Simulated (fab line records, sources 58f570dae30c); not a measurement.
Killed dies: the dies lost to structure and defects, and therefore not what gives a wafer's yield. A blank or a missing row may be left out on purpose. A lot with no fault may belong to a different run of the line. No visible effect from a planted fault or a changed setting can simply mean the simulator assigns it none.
Shared-tool check + flow berkeleyCmos170 + Sample size 14 lots and 42 wafers

## WHY IT WAS OPENED
At UCB170_SILICIDE_RS_MEAS_02 the reading SILICIDE_TI_RS is flagged on 2 of 14 lots. Wafers without a fault read 26.3 ohm/sq, standard deviation 0.35.
Rule: flag the lot when none of its wafers has a number, or when each of its wafers that has one lies beyond 4 standard deviations from that mean. As for the other lots, they are considered sound.

| lot  | measured     | on           | SILICIDE_TI_RS (ohm/sq), wafer by wafer | flag    |
|------|--------------|--------------|-----------------------------------------|---------|
| L236 | day 6 11:53  | filmMetro-01 | 26.3 26.8 26.4                          |         |
| L238 | day 6 22:08  | filmMetro-03 | 26.2 25.6 25.9                          |         |
| L240 | day 7 02:03  | filmMetro-01 | 26.5 26.3 26.8                          |         |
| L239 | day 7 02:27  | filmMetro-04 | 25.8 26.0 25.6                          |         |
| L243 | day 7 19:30  | filmMetro-04 | 26.3 26.0 26.0                          |         |
| L246 | day 9 02:58  | filmMetro-04 | 22.6 22.7 22.5                          | FLAGGED |
| L248 | day 9 20:09  | filmMetro-03 | 22.6 22.7 22.6                          | FLAGGED |
| L250 | day 9 20:37  | filmMetro-03 | 26.6 26.3 26.8                          |         |
| L254 | day 10 18:25 | filmMetro-04 | 26.0 26.1 25.9                          |         |
| L253 | day 10 18:53 | filmMetro-04 | 26.8 26.1 26.7                          |         |
| L256 | day 11 10:16 | filmMetro-01 | 26.4 26.5 26.1                          |         |
| L255 | day 11 11:01 | filmMetro-01 | 25.8 26.1 26.2                          |         |
| L258 | day 11 11:23 | filmMetro-03 | 26.4 26.1 26.0                          |         |
| L259 | day 12 16:20 | filmMetro-01 | 26.6 26.6 26.2                          |         |
The numbers of the flagged lots are 22.6 ohm/sq on average: -3.7 ohm/sq against the usual, or -11 standard deviations.

## LOT BY LOT: THE TOOL USED
Before the reading, the record contains 3 process steps out of a 331-step route. Every cell lists first the tool, next ch and the chambers used by the sampled wafers, and last the start.
| lot  | flag    | UCB170_PLDD_STRIP_10                | UCB170_PSD_STRIP_09                 | UCB170_SILICIDE_SPUTTER_01  |
|------|---------|-------------------------------------|-------------------------------------|-----------------------------|
| L236 |         | plasmaAsher-01 ch 0,1, day 6 03:09  | plasmaAsher-04 ch 0,1, day 6 08:14  | pvdSputter-03, day 6 11:49  |
| L238 |         | plasmaAsher-04 ch 0,1, day 6 09:53  | plasmaAsher-02 ch 0,1, day 6 16:14  | pvdSputter-03, day 6 22:05  |
| L240 |         | plasmaAsher-01 ch 0,1, day 6 14:10  | plasmaAsher-02 ch 0,1, day 6 22:38  | pvdSputter-01, day 7 02:01  |
| L239 |         | plasmaAsher-03 ch 0,1, day 6 14:28  | plasmaAsher-04 ch 1, day 6 22:55    | pvdSputter-03, day 7 02:25  |
| L243 |         | plasmaAsher-04 ch 0,1, day 7 05:56  | plasmaAsher-02 ch 0,1, day 7 16:04  | pvdSputter-01, day 7 19:28  |
| L246 | FLAGGED | plasmaAsher-03 ch 0,1, day 8 12:20  | plasmaAsher-03 ch 0,1, day 8 23:35  | pvdSputter-03, day 9 02:54  |
| L248 | FLAGGED | plasmaAsher-03 ch 0,1, day 9 05:13  | plasmaAsher-03 ch 0,1, day 9 16:31  | pvdSputter-03, day 9 20:03  |
| L250 |         | plasmaAsher-03 ch 0,1, day 9 05:44  | plasmaAsher-03 ch 0,1, day 9 16:53  | pvdSputter-02, day 9 20:32  |
| L254 |         | plasmaAsher-01 ch 0,1, day 10 04:51 | plasmaAsher-04 ch 0,1, day 10 13:09 | pvdSputter-01, day 10 18:20 |
| L253 |         | plasmaAsher-01 ch 0,1, day 10 05:18 | plasmaAsher-03 ch 0,1, day 10 13:14 | pvdSputter-02, day 10 18:50 |
| L256 |         | plasmaAsher-03 ch 0,1, day 10 17:29 | plasmaAsher-04 ch 0,1, day 11 07:01 | pvdSputter-02, day 11 10:14 |
| L255 |         | plasmaAsher-03 ch 0,1, day 10 17:57 | plasmaAsher-03 ch 0,1, day 11 07:16 | pvdSputter-01, day 11 10:58 |
| L258 |         | plasmaAsher-04 ch 0,1, day 10 23:43 | plasmaAsher-04 ch 0,1, day 11 07:25 | pvdSputter-02, day 11 11:19 |
| L259 |         | plasmaAsher-03 ch 0,1, day 11 23:29 | plasmaAsher-03 ch 0,1, day 12 12:25 | pvdSputter-01, day 12 16:15 |
These steps, and what they do:
- UCB170_PLDD_STRIP_10: strips in O2.
- UCB170_PSD_STRIP_09: strips in O2.
- UCB170_SILICIDE_SPUTTER_01: material Ti, target thk 30 nm, time 25 s.
- UCB170_SILICIDE_RS_MEAS_02: measures by four-point-probe.

## FLAGGED OVER TOTAL, TOOL BY TOOL (the gauges that took the reading come last)
| step                       | tool           | lots run | flagged | share of the flagged lots | sound lots run after its first flagged lot |
|----------------------------|----------------|----------|---------|---------------------------|--------------------------------------------|
| UCB170_PLDD_STRIP_10       | plasmaAsher-01 | 4        | 0       | none                      | -                                          |
| UCB170_PLDD_STRIP_10       | plasmaAsher-03 | 7        | 2       | all                       | 4 (L250,L256,L255,L259)                    |
| UCB170_PLDD_STRIP_10       | plasmaAsher-04 | 3        | 0       | none                      | -                                          |
| UCB170_PSD_STRIP_09        | plasmaAsher-02 | 3        | 0       | none                      | -                                          |
| UCB170_PSD_STRIP_09        | plasmaAsher-03 | 6        | 2       | all                       | 4 (L250,L253,L255,L259)                    |
| UCB170_PSD_STRIP_09        | plasmaAsher-04 | 5        | 0       | none                      | -                                          |
| UCB170_SILICIDE_SPUTTER_01 | pvdSputter-01  | 5        | 0       | none                      | -                                          |
| UCB170_SILICIDE_SPUTTER_01 | pvdSputter-02  | 4        | 0       | none                      | -                                          |
| UCB170_SILICIDE_SPUTTER_01 | pvdSputter-03  | 5        | 2       | all                       | 0                                          |
| UCB170_SILICIDE_RS_MEAS_02 | filmMetro-01   | 5        | 0       | none                      | -                                          |
| UCB170_SILICIDE_RS_MEAS_02 | filmMetro-03   | 4        | 1       | some                      | 2 (L250,L258)                              |
| UCB170_SILICIDE_RS_MEAS_02 | filmMetro-04   | 5        | 1       | some                      | 2 (L254,L253)                              |

## WHAT THE TABLE ALLOWS
3 rows of the table ran every flagged lot: plasmaAsher-03 at UCB170_PLDD_STRIP_10, plasmaAsher-03 at UCB170_PSD_STRIP_09, pvdSputter-03 at UCB170_SILICIDE_SPUTTER_01.
- plasmaAsher-03 at UCB170_PLDD_STRIP_10 ran 7 lots, 2 of them flagged. After the first flagged lot (L250, L256, L255, L259), sound lots still ran on it; a lasting fault on the whole tool would not permit that.
- plasmaAsher-03 at UCB170_PSD_STRIP_09 ran 6 lots, 2 of them flagged. After the first flagged lot (L250, L253, L255, L259), sound lots still ran on it; a lasting fault on the whole tool would not permit that.
- pvdSputter-03 at UCB170_SILICIDE_SPUTTER_01 ran 5 lots, 2 of them flagged. It ran its last sound lot, L239, at day 7 02:25 and its first flagged lot, L246, at day 9 02:54: a fault with its onset between the two fits.
One tool is left: pvdSputter-03 at UCB170_SILICIDE_SPUTTER_01.

## WHAT THE SIMULATOR HAD PUT IN
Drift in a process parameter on pvdSputter-03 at UCB170_SILICIDE_SPUTTER_01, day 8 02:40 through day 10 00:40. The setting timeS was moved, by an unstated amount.
Struck lots among those shown: L246, L248. The rule above reached the same finding.
